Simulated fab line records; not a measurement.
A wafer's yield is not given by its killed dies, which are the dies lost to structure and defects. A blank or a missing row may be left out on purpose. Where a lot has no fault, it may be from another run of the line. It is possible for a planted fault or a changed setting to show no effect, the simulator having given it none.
Problem report in the 8D (eight disciplines) form, filled by code | flow berkeley_cmos170 | the parts of the form that need people (team, actions taken, sign-off) are left out

1. THE PROBLEM
GATE_POLY_THK at UCB170_GATE_THK_MEAS_05 reads a mean of 91.7 nm on 9 wafers of 3 lots; wafers without a fault read 214.8 nm with a standard deviation of 2.4. That is -51 standard deviations from the usual mean.
First observed at day 10 03:11: wafer L315.1, on film_metro-01. The record has a number at this step for 45 wafers belonging to 15 lots. Rule for "out" (also "out of limits"): further than 4 standard deviations from the usual mean. Any other wafer with a number is counted as sound.

2. WHAT THIS IS AND IS NOT
question                    | is                           | is not
which readings at this step | GATE_POLY_THK                | -
which lots                  | L315, L316, L317             | L296, L298, L299, L300, L301, L302, L303, L304, L306, L307, L309, L311
which wafers of those lots  | all that have a number       | -
read on which gauges        | film_metro-01, film_metro-02 | film_metro-03
when                        | from day 10 03:11            | up to then (36 sound wafers)

3. SUSPECTS, AND WHAT RULES EACH OUT
Counting: a tool at a process step up to the reading stays a suspect if it ran every lot that is out and no sound lot after the first of them.
- ruled out: the gauge at UCB170_GATE_THK_MEAS_05. 2 gauges (film_metro-01, film_metro-02) read the wafers that are out.
- lpcvd-01 at UCB170_GATE_CVD_04 (deposits poly-Si from SiH4, time 1440 s, target thk 214 nm): kept. It processed each lot that is out, first L315 at day 10 01:47, and no sound lot thereafter; up to then, the last sound lot it processed was L309 at day 8 18:35. Its own spike_tc_centre_C, spike_tc_load_C, spike_tc_source_C, susceptor_temp_C readings are out on those wafers.
The count leaves lpcvd-01 at UCB170_GATE_CVD_04.

4. THE CAUSE (what the simulator had put in)
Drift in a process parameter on lpcvd-01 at UCB170_GATE_CVD_04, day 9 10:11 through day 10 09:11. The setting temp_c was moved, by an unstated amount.
After counting, this tool was the only one left.

5. THE EFFECT CHAIN, in route order
Each row: a reading where the mean over the struck wafers with a number is more than 3 standard deviations away from the usual. Only readings for which the record gives a usual standard deviation are gone through. hours: the time from each lot's start at the first step in this table that gives one to its start at this step, as a median over the lots. sigmas: the change in usual standard deviations.
hours | step                    | reading           | usual      | on struck wafers | change | sigmas
0     | UCB170_GATE_CVD_04      | spike_tc_centre_C | 612.7 C    | 577.2            | -35.5  | -32
0     | UCB170_GATE_CVD_04      | spike_tc_load_C   | 630 C      | 596              | -34    | -8.7
0     | UCB170_GATE_CVD_04      | spike_tc_source_C | 629.7 C    | 592.6            | -37.1  | -25
0     | UCB170_GATE_CVD_04      | susceptor_temp_C  | 609.98 C   | 574.72           | -35.26 | -99 or more
1     | UCB170_GATE_THK_MEAS_05 | GATE_POLY_THK     | 214.8 nm   | 91.7             | -123.1 | -51
3     | UCB170_GATE_ETCH_15     | oes_product_au    | 0.845 a.u. | 0.518            | -0.327 | -25
Here are the process steps it includes:
- UCB170_GATE_CVD_04: deposits poly-Si from SiH4, time 1440 s, target thk 214 nm.
- UCB170_GATE_ETCH_15: etches poly-Si in HBr/Cl2, stops on SiO2, time 56.3 s, target depth 278.2 nm.

6. WHAT WOULD HAVE CAUGHT IT SOONER
In this record the first reading out of limits at a measuring or inspecting step was taken at day 10 03:11, 17 hours after the fault began at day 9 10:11.
At UCB170_GATE_CVD_04, the tool's own readings (spike_tc_centre_C, spike_tc_load_C, spike_tc_source_C, susceptor_temp_C) were out on each struck wafer the step has a row for, so an alarm limit on them would have fired on the first such wafer.
Of the lots that are out (3), L316, L317 began UCB170_GATE_CVD_04 on lpcvd-01 after day 10 03:11. A hold on the tool at that time would have spared those 2.
